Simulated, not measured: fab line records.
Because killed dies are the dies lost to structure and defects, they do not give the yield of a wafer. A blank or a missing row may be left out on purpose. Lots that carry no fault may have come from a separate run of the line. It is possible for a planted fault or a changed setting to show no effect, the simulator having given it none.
Problem report, 8D (eight disciplines) form, completed by code -- flow berkeley-cmos170 -- the parts of the form that need people (team, actions taken, sign-off) are left out

## 1. WHAT WENT WRONG
Wafers without a fault read 89.12 s, standard deviation 0.15; run-length-s at UCB170_V2_SOFTBAKE_08 reads a mean of 75.05 s on 9 wafers belonging to 3 lots. Relative to the usual mean, that is a shift of -94 standard deviations.
The step: time 60 s.
Earliest sighting: wafer L781.1 on litho-track-03 at day 10 23:08. The record holds 45 wafers of 15 lots with a number at this step. Rule for "out" (also "out of limits"): further than 4 standard deviations from the usual mean. The rest of the wafers with a number are treated as sound.

## 2. WHAT IT IS; WHAT IT IS NOT
question,is,is not
which readings at this step,"run-length-s, heater-power-total-W",-
which lots,"L780, L781, L782","L766, L767, L769, L771, L773, L774, L777, L779, L785, L786, L788, L789"
which wafers of those lots,all that have a number,-
read on which tools,litho-track-03,"litho-track-01, litho-track-02"
when,from day 10 23:08,"up to then (24 sound wafers); but 12 sound wafers of L785, L786, L788, L789 came after"

## 3. WHAT RULES OUT EACH SUSPECT
Counting: a tool at a process step up to the reading stays a suspect if it ran every lot that is out and no sound lot after the first of them.
- litho-track-03 at UCB170_V2_SOFTBAKE_08 (time 60 s): kept. It ran every lot that is out, first L781 (day 10 23:08), and no sound lot after that; its last sound lot up to then is L777 (day 10 09:40). Its own readings are out on those wafers: heater-power-total-W, run-length-s.
The count leaves litho-track-03 at UCB170_V2_SOFTBAKE_08.

## 4. THE CAUSE (what the simulator had put in)
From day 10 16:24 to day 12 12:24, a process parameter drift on litho-track-03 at UCB170_V2_SOFTBAKE_08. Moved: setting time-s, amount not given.
The count eliminated every tool but this one.

## 5. THE EFFECT CHAIN, in route order
One row per reading whose mean, taken over the struck wafers that have a number, lies over 3 standard deviations from the usual. Only readings whose record carries a usual standard deviation are examined. hours: median over the lots of the time between each lot's start at the first step of this table that gives one and its start at this step. sigmas: the change, counted in usual standard deviations.
hours,step,reading,usual,on struck wafers,change,sigmas
0,UCB170_V2_SOFTBAKE_08,heater-power-total-W,56.81 W,61.32,+4.51,+88
0,UCB170_V2_SOFTBAKE_08,run-length-s,89.12 s,75.05,-14.07,-94
Its process steps:
- UCB170_V2_SOFTBAKE_08: time 60 s.

## 6. WHAT WOULD HAVE CAUGHT IT SOONER
In this record no reading fell out of limits until day 10 23:08, 7 hours after the fault had begun at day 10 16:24.
